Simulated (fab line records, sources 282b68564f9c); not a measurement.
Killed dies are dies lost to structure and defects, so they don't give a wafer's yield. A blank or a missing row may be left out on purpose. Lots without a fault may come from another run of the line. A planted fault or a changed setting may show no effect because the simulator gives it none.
A struck lot beside a sound one | flow rit_cmos | 15 steps out of a route of 202
Sound: wafers L625.3, L625.4, L625.6. Struck: wafer L637.5. (L637.2, L637.6 of the same lot were not struck and are left out.) The cause comes at the end.
At each step with rows: each side's tool, then ch and its chambers, then its first start. Under that, the readings that differ: sound wafers | struck wafers | difference of the means | sigmas: that difference in standard deviations of wafers without a fault.
alike: readings whose means differ by less than 2 such deviations, and words and numbers that are the same on both sides. not compared: withheld readings, readings that some wafer has no value for, bounds like >300 that may hide the same value, and numbers for which the record gives no deviation and whose values overlap.
The two part at a step that has a row with sigmas, a row that says differs or no value, or rows on one side only. Numbers that don't overlap but have no deviation are shown without sigmas and don't part them. A reading that every wafer of one side lacks parts them only if that side has two wafers or more.

first, 1 step without rows for these wafers: RIT_NWELL_IMPLANT_08.
RIT_NWELL_STRIP_09: strips in O2, time 180 s.
  sound on plasma_asher-03 ch 0,1, day 3 09:25; struck on plasma_asher-03 ch 1, day 6 11:42
  reading             | sound          | struck | difference | sigmas
  o2_flow_sccm (sccm) | 3994 3997 3993 | 4020   | +25        | +2
  alike: drypump_motor_current_A
  not compared: rf_hours_counter_h
RIT_NWELL_TW_MEAS_10:
  sound on film_metro-03, day 3 09:33; struck on film_metro-04, day 6 11:53
  reading  | sound          | struck | difference | sigmas
  NWELL_TW | 2110 2107 2102 | 2145   | +39        | +2
then, 6 steps without rows for these wafers: RIT_PWELL_HMDS_00 (prime time 60 s); RIT_PWELL_COAT_01 (resist thk 1300 nm); RIT_PWELL_SOFTBAKE_02 (time 60 s); RIT_PWELL_EXPOSE_03 (exposes mask M3, target cd 43700 nm); RIT_PWELL_PEB_04; RIT_PWELL_DEVELOP_05 (develop time 70.14 s).
RIT_PWELL_OVL_MEAS_06:
  sound on overlay-02, day 3 10:36; struck on overlay-02, day 6 12:56
  alike: PWELL_OVL
then, 2 steps without rows for these wafers: RIT_PWELL_HARDBAKE_07 (time 120 s); RIT_PWELL_IMPLANT_08.
RIT_PWELL_STRIP_09: strips in O2, time 180 s.
  sound on plasma_asher-04 ch 0,1, day 3 11:05; struck on plasma_asher-04 ch 0, day 6 13:22
  reading             | sound          | struck | difference | sigmas
  o2_flow_sccm (sccm) | 3989 4004 3991 | 4783   | +788       | +61
  alike: drypump_motor_current_A
  not compared: rf_hours_counter_h
RIT_PWELL_TW_MEAS_10:
  sound on film_metro-04, day 3 11:13; struck on film_metro-03, day 6 13:34
  alike: PWELL_TW
RIT_M1_PROBE_99:
  the record has rows for the struck wafers here (prober-01, day 8 04:10) and none for the sound ones

WHERE THEY PART
First at RIT_NWELL_STRIP_09; last, within this record, at RIT_M1_PROBE_99.

WHY: what the simulator had put in
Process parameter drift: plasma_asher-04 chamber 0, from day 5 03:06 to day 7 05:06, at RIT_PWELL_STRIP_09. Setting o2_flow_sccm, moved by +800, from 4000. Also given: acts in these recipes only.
